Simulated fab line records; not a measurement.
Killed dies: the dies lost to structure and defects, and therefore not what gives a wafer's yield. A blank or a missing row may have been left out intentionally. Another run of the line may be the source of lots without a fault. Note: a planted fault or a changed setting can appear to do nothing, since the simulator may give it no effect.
Which tool was responsible? / flow ritCmos / 15 lots, 45 wafers sampled, at 1 step of a route of 202

== WHAT EACH GAUGE READ, for each wafer ==
No reading from a measuring or inspecting step in the record can be judged against a usual standard deviation.

== TOOL THAT RAN EACH LOT (tool first, then ch and the chambers of the sampled wafers, then the start) ==
lot=L456; RIT_NSD_EXPOSE_03=ilineStepper-02 ch 0, day 3 04:01
lot=L457; RIT_NSD_EXPOSE_03=ilineStepper-01 ch 0, day 3 06:44
lot=L458; RIT_NSD_EXPOSE_03=ilineStepper-01 ch 0, day 3 10:10
lot=L460; RIT_NSD_EXPOSE_03=ilineStepper-01 ch 0, day 3 20:28
lot=L461; RIT_NSD_EXPOSE_03=ilineStepper-01 ch 0, day 4 02:41
lot=L462; RIT_NSD_EXPOSE_03=ilineStepper-02 ch 0, day 4 12:06
lot=L464; RIT_NSD_EXPOSE_03=ilineStepper-02, day 4 16:13
lot=L465; RIT_NSD_EXPOSE_03=ilineStepper-01, day 5 00:25
lot=L466; RIT_NSD_EXPOSE_03=ilineStepper-01, day 5 06:31
lot=L467; RIT_NSD_EXPOSE_03=ilineStepper-02 ch 0, day 5 11:52
lot=L472; RIT_NSD_EXPOSE_03=ilineStepper-02 ch 0, day 6 09:07
lot=L473; RIT_NSD_EXPOSE_03=ilineStepper-02 ch 0, day 6 18:57
lot=L475; RIT_NSD_EXPOSE_03=ilineStepper-02 ch 0, day 7 00:12
lot=L479; RIT_NSD_EXPOSE_03=ilineStepper-01 ch 0, day 7 22:11
lot=L478; RIT_NSD_EXPOSE_03=ilineStepper-02 ch 0, day 7 22:26
- RIT_NSD_EXPOSE_03: exposes mask M9, target cd 40700 nm.

== AS READ BY THE TOOLS THEMSELVES (means over the sampled wafers that have a number; for cases with no such wafer, the mark the record gives instead) ==
RIT_NSD_EXPOSE_03.
lot=L456; tool=ilineStepper-02; exposureDoseMJCm2=250.19; focusOffsetNm (nm)=-0.3
lot=L457; tool=ilineStepper-01; exposureDoseMJCm2=250.10; focusOffsetNm (nm)=-0.5
lot=L458; tool=ilineStepper-01; exposureDoseMJCm2=249.95; focusOffsetNm (nm)=0.1
lot=L460; tool=ilineStepper-01; exposureDoseMJCm2=249.68; focusOffsetNm (nm)=-0.3
lot=L461; tool=ilineStepper-01; exposureDoseMJCm2=250.09; focusOffsetNm (nm)=-0.2
lot=L462; tool=ilineStepper-02; exposureDoseMJCm2=250.03; focusOffsetNm (nm)=-0.2
lot=L464; tool=ilineStepper-02; exposureDoseMJCm2=-; focusOffsetNm (nm)=-
lot=L465; tool=ilineStepper-01; exposureDoseMJCm2=-; focusOffsetNm (nm)=-
lot=L466; tool=ilineStepper-01; exposureDoseMJCm2=-; focusOffsetNm (nm)=-
lot=L467; tool=ilineStepper-02; exposureDoseMJCm2=250.18; focusOffsetNm (nm)=0.1
lot=L472; tool=ilineStepper-02; exposureDoseMJCm2=250.05; focusOffsetNm (nm)=0.2
lot=L473; tool=ilineStepper-02; exposureDoseMJCm2=250.24; focusOffsetNm (nm)=0.4
lot=L475; tool=ilineStepper-02; exposureDoseMJCm2=249.87; focusOffsetNm (nm)=0.0
lot=L479; tool=ilineStepper-01; exposureDoseMJCm2=250.14; focusOffsetNm (nm)=0.5
lot=L478; tool=ilineStepper-02; exposureDoseMJCm2=249.88; focusOffsetNm (nm)=-0.5

== THE ANSWER, worked out from the rows above alone ==
Rule: the usual values come from the lots themselves. The widest of any qualifying gaps counts: lots, ordered by their means at a reading, are off when they make up no more than a third of the lots, leave a main group of 4 or more, and stand apart from it by 3 or more times the standard deviation of that group's means. The tables above print the reading to a certain number of digits; a main group whose means all agree to those digits is not used. Also off: a lot with no number at a reading for which 4 or more lots have one. Any other lot the step has rows for is counted as sound. Order of review: gauges by route order, followed by the tools' own readings, for which a lot's mean as printed above is used. At the first step where some lot is off, the reading lying furthest off is the one used; lots without a number count as furthest.
Off at RIT_NSD_EXPOSE_03 (exposureDoseMJCm2): L464, L465, L466. Without a number there: L464, L465, L466. Mean 250.03 and standard deviation 0.16 in the main group.
If a tool, at that step or one of the process steps before it, ran each lot that is off and ran no sound lot following the first of them, it fits. No candidate that was tried fits.

== WHAT THE SIMULATOR HAD INSERTED ==
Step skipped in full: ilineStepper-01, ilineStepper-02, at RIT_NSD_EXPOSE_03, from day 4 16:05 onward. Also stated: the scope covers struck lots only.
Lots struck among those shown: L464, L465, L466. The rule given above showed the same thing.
